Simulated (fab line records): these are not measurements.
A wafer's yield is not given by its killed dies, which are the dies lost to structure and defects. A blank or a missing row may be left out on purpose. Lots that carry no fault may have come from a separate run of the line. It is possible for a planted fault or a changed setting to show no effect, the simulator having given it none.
One fault through the eyes of 2 desks :: flow berkeley_cmos170 :: every desk sees just its own numbers, and what lay behind them comes last

== METROLOGY DESK ==
What the gauges read for every lot (on any tool): the sampled wafers with a number, averaged. If a lot's mean is further than 4 standard deviations from the usual mean, the lot is out of limits and carries the mark OUT (the distance appears in the brackets).
Columns: A = PVT_TW at UCB170_PVT_TW_MEAS_09, usual 507; B = M2_AL_RS at UCB170_M2_RS_MEAS_02, usual 0.0322 ohm/sq; C = V2_OVL at UCB170_V2_OVL_MEAS_13, usual 0 nm
lot: L369
first seen here: day 6 18:24
A: 512
B: 0.0324
C: -5

lot: L377
first seen here: day 8 04:04
A: 509
B: 0.0321
C: -16

lot: L375
first seen here: day 8 04:19
A: 511
B: 0.0322
C: 8

lot: L373
first seen here: day 8 04:19
A: 501
B: 0.0321
C: 10

lot: L376
first seen here: day 8 04:36
A: 502
B: 0.0316
C: 7

lot: L378
first seen here: day 8 11:25
A: 508
B: 0.0324
C: -6

lot: L380
first seen here: day 8 23:53
A: 506
B: 0.0324
C: -3

lot: L383
first seen here: day 9 10:25
A: 465 (-11) OUT
B: 0.0323
C: -1

lot: L384
first seen here: day 9 11:36
A: 508
B: 0.0325
C: 4

lot: L382
first seen here: day 9 12:19
A: 510
B: 0.0319
C: 9

lot: L387
first seen here: day 10 13:55
A: 471 (-9.5) OUT
B: 0.0325
C: -10

lot: L389
first seen here: day 11 00:38
A: 510
B: 0.0324
C: -6

lot: L392
first seen here: day 11 07:28
A: 510
B: 0.0323
C: -7

lot: L391
first seen here: day 11 08:02
A: 509
B: 0.0322
C: 6
This desk's result: L383, L387 out of limits, first on L383 (PVT_TW at UCB170_PVT_TW_MEAS_09), day 9 10:25. L369, L377, L375, L373, L376, L378, L380, L384, L382, L389, L392, L391 stayed within limits.

== DESK OF THE TOOL OWNER: implanter-04 ==
The tool's own readings at UCB170_PVT_IMPLANT_07: means of the sampled wafers that have a number, for each lot that ran on this tool. If a lot's mean is further than 4 standard deviations from the usual mean, the lot is out of limits and carries the mark OUT (the distance appears in the brackets).
Columns: A = dose_ions_cm2 at UCB170_PVT_IMPLANT_07, usual 2.0002e+12; B = faraday_current_uA at UCB170_PVT_IMPLANT_07, usual 6.35
lot: L369
first seen here: day 6 18:11
A: 2.0010e+12
B: 6.18

lot: L375
first seen here: day 8 04:04
A: 2.0012e+12
B: 6.38

lot: L380
first seen here: day 8 23:39
A: 2.0006e+12
B: 6.46

lot: L383
first seen here: day 9 10:10
A: 1.5635e+12 (-99 or more) OUT
B: 5.03 (-11) OUT

lot: L387
first seen here: day 10 13:41
A: 1.5605e+12 (-99 or more) OUT
B: 5.01 (-11) OUT
This desk's verdict: out of limits on L383, L387, starting with L383 at day 9 10:10 (dose_ions_cm2 at UCB170_PVT_IMPLANT_07). L369, L375, L380 stayed within limits.

== ALL TOGETHER ==
The tool owner's desk had the chance to raise an alarm at day 9 10:10 on L383, L387.
The metrology desk could have raised an alarm at day 9 10:25, on L383, L387.
All the named lots went through UCB170_PVT_IMPLANT_07 on implanter-04.

== WHAT THE SIMULATOR HAD INSERTED ==
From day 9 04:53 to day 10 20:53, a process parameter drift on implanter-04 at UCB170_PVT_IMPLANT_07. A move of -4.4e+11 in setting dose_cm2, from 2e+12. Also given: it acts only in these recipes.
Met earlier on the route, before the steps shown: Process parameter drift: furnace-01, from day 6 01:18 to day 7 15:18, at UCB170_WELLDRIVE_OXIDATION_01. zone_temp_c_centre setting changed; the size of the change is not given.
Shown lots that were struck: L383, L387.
Hours from the fault's start to each desk's first reading out of limits: the tool owner's desk, 5; the metrology desk, 6.
